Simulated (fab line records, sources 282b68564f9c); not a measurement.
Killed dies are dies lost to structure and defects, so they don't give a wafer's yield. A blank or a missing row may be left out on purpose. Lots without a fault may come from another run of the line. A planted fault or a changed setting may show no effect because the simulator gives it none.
Which tool did it? | flow rit_cmos | 14 lots, 42 wafers sampled, at 2 steps of a route of 202

WHAT THE GAUGES READ, wafer by wafer
RIT_M1_CD_MEAS_90: target cd 2600 nm.
lot  | measured    | on        | cd_nm (nm)
L154 | day 3 08:28 | cd_sem-01 | 2603.4 2605.6 2603.2
L155 | day 3 12:18 | cd_sem-01 | 2604.5 2597.6 2602.2
L156 | day 3 17:56 | cd_sem-01 | 2604.4 2607.4 2604.0
L157 | day 3 22:53 | cd_sem-01 | 2599.2 2599.3 2599.9
L158 | day 4 04:49 | cd_sem-01 | 2597.8 2602.0 2598.9
L159 | day 4 12:28 | cd_sem-01 | 2600.8 2601.3 2603.2
L160 | day 4 14:02 | cd_sem-01 | 2601.9 2600.0 2600.4
L161 | day 4 18:43 | cd_sem-01 | 2600.0 2602.6 2602.3
L162 | day 5 02:33 | cd_sem-01 | 2599.2 2597.1 2600.1
L167 | day 6 05:31 | cd_sem-01 | 2590.8 2599.9 2593.7
L170 | day 6 16:24 | cd_sem-01 | 2604.6 2595.3 2597.4
L174 | day 7 12:13 | cd_sem-01 | 2600.7 2605.0 2601.6
L175 | day 7 15:37 | cd_sem-01 | 2599.9 2601.9 2603.8
L177 | day 8 03:19 | cd_sem-02 | 2606.9 2605.8 2605.9

WHICH TOOL RAN EACH LOT (tool, then ch and the chambers of the sampled wafers, then the start)
lot  | RIT_M1_METAL_ETCH_12
L154 | rie_metal-04 ch 0,1, day 3 07:57
L155 | rie_metal-02 ch 0,1, day 3 11:44
L156 | rie_metal-01 ch 0,1, day 3 17:26
L157 | rie_metal-04 ch 0,1, day 3 22:19
L158 | rie_metal-02 ch 0,1, day 4 04:18
L159 | rie_metal-01 ch 1, day 4 11:56
L160 | rie_metal-04 ch 0, day 4 13:26
L161 | rie_metal-02 ch 0,1, day 4 18:12
L162 | rie_metal-01 ch 0,1, day 5 02:01
L167 | rie_metal-02 ch 0,1, day 6 05:00
L170 | rie_metal-02 ch 0,1, day 6 15:43
L174 | rie_metal-04 ch 0,1, day 7 11:43
L175 | rie_metal-01 ch 0,1, day 7 15:07
L177 | rie_metal-04 ch 0,1, day 8 02:49
- RIT_M1_METAL_ETCH_12: etches Al in Cl2/BCl3, stops on SiO2, time 165 s, target depth 600 nm.

WHAT THE TOOLS THEMSELVES READ (means of the sampled wafers that have a number; where no wafer has one, the mark that the record gives instead)
RIT_M1_METAL_ETCH_12.
lot  | tool         | drypump_motor_current_A (A) | oes_product_au (a.u.) | rf_fwd_power_W (W) | throttle_valve_pct (%)
L154 | rie_metal-04 | 5.2                         | 0.774                 | 248.7              | 8.40
L155 | rie_metal-02 | 5.3                         | 0.753                 | 249.1              | 8.26
L156 | rie_metal-01 | 6.4                         | 0.773                 | 248.1              | 8.31
L157 | rie_metal-04 | 5.2                         | 0.771                 | 249.3              | 8.41
L158 | rie_metal-02 | 5.3                         | 0.761                 | 248.5              | 8.26
L159 | rie_metal-01 | 6.7                         | 0.767                 | 249.2              | 8.27
L160 | rie_metal-04 | 5.3                         | 0.781                 | 249.5              | 8.45
L161 | rie_metal-02 | 5.2                         | 0.769                 | 249.5              | 8.27
L162 | rie_metal-01 | 6.4                         | 0.774                 | 249.7              | 8.31
L167 | rie_metal-02 | 5.2                         | 0.766                 | 268.4              | 8.26
L170 | rie_metal-02 | 5.2                         | 0.769                 | 269.3              | 8.26
L174 | rie_metal-04 | 5.2                         | 0.787                 | 250.0              | 8.39
L175 | rie_metal-01 | 6.6                         | 0.775                 | 249.1              | 8.29
L177 | rie_metal-04 | 5.2                         | 0.769                 | 249.2              | 8.37

THE ANSWER, worked out from the rows above alone
Rule: what is usual is taken from the lots themselves. Put in order of their means at a reading, lots are off if they are a third of the lots or fewer, leave a main group of 4 or more, and stand apart from it by a gap of 3 or more times the standard deviation of the main group's means; of several such gaps the widest counts. A main group whose means are all the same, to the digits that the tables above print for the reading, isn't used. A lot without any number at a reading at which 4 lots or more have one is off too. The other lots that the step has rows for count as sound. The gauges are gone through in route order, then the tools' own readings, and for those a lot's mean is taken as printed above. The first step at which some lot is off is used, and at that step the reading that is off furthest; a lot without a number counts as furthest.
Off: L167, L170, at RIT_M1_METAL_ETCH_12 (rf_fwd_power_W). The main group: mean 249.2 W, standard deviation 0.5.
A tool fits if, at that step or a process step before it, it ran every lot that is off, and no sound lot after the first of them. One fits: rie_metal-02 at RIT_M1_METAL_ETCH_12. Its last sound lot is L161 (day 4 18:12), its first lot that is off L167 (day 6 05:00): a fault that began between those two fits.
The tool's own readings at RIT_M1_METAL_ETCH_12 bear it out: on the lots that are off they differ by more than 5 times the standard deviation of the sound lots' means. rf_fwd_power_W reads 268.9 W there against 249.2 W on the sound lots.

WHAT THE SIMULATOR HAD PUT IN
Process parameter drift: rie_metal-02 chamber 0, from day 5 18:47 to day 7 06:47, at RIT_M1_METAL_ETCH_12. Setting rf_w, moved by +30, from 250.
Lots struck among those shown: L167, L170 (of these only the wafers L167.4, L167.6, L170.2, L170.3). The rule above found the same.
